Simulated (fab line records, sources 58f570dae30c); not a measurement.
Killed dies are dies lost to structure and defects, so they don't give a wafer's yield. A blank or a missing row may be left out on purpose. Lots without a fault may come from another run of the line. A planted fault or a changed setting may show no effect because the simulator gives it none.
Problem report in the 8D (eight disciplines) form, filled by code | flow berkeley_cmos170 | the parts of the form that need people (team, actions taken, sign-off) are left out

1. THE PROBLEM
NVT_TW at UCB170_NVT_TW_MEAS_09 reads a mean of 554 on 9 wafers of 3 lots; wafers without a fault read 530 with a standard deviation of 3.7. That is +6.4 standard deviations from the usual mean.
First seen on wafer L281.1, day 9 13:41, on film_metro-04. The record holds 45 wafers of 15 lots with a number at this step. Rule for "out", or "out of limits": more than 4 standard deviations from the usual mean. The other wafers with a number count as sound.

2. WHAT IT IS AND WHAT IT IS NOT
question                    | is                           | is not
which readings at this step | NVT_TW                       | -
which lots                  | L281, L282, L286             | L268, L269, L270, L271, L272, L273, L276, L277, L280, L283, L284, L290
which wafers of those lots  | all that have a number       | -
read on which gauges        | film_metro-02, film_metro-04 | film_metro-01
when                        | from day 9 13:41             | up to then (27 sound wafers); but 9 sound wafers of L283, L284, L290 came after

3. SUSPECTS, AND WHAT RULES EACH OUT
Counting: a tool at a process step up to the reading stays a suspect if it ran every lot that is out and no sound lot after the first of them.
- the gauge at UCB170_NVT_TW_MEAS_09: ruled out. The wafers that are out were read on 2 gauges (film_metro-02, film_metro-04).
- implanter-02 at UCB170_NVT_IMPLANT_07: kept. It ran every lot that is out, first L281 (day 9 13:26), and no sound lot after that; its last sound lot up to then is L280 (day 9 08:59). Its own readings are out on those wafers: dose_ions_cm2, faraday_current_uA.
Left after counting: implanter-02 at UCB170_NVT_IMPLANT_07.

4. THE CAUSE (what the simulator had put in)
Process parameter drift: implanter-02, from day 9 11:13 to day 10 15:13, at UCB170_NVT_IMPLANT_07. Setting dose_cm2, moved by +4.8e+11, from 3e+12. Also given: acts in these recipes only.
Counting left only this tool.

5. THE CHAIN OF EFFECTS, in route order
Each row: a reading whose mean over the struck wafers that have a number lies more than 3 standard deviations from the usual. Only readings for which the record gives a usual standard deviation are gone through. hours: the time from each lot's start at the first step in this table that gives one to its start at this step, as a median over the lots. sigmas: the change in usual standard deviations.
hours | step                  | reading            | usual | on struck wafers | change | sigmas
0     | UCB170_NVT_IMPLANT_07 | dose_ions_cm2      | 3e+12 | 3e+12            | +5e+11 | +99 or more
0     | UCB170_NVT_IMPLANT_07 | faraday_current_uA | 9.52  | 11.05            | +1.53  | +9.0
0     | UCB170_NVT_TW_MEAS_09 | NVT_TW             | 530   | 554              | +24    | +6.4
The process steps in it:
- UCB170_NVT_IMPLANT_07
Later measuring or inspecting steps at which every struck wafer that the step has a row for has a number for every such reading, and none has moved that far: UCB170_PLDD_TW_MEAS_11.

6. WHAT WOULD HAVE CAUGHT IT SOONER
In this record the first reading out of limits at a measuring or inspecting step was taken at day 9 13:41, 2 hours after the fault began at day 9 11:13.
The tool's own readings at UCB170_NVT_IMPLANT_07 were out on every struck wafer that the step has a row for (dose_ions_cm2, faraday_current_uA): an alarm limit on them would have fired on the first of those.
Of the lots that are out (3), L282, L286 began UCB170_NVT_IMPLANT_07 on implanter-02 after day 9 13:41. A hold on the tool at that time would have spared those 2.
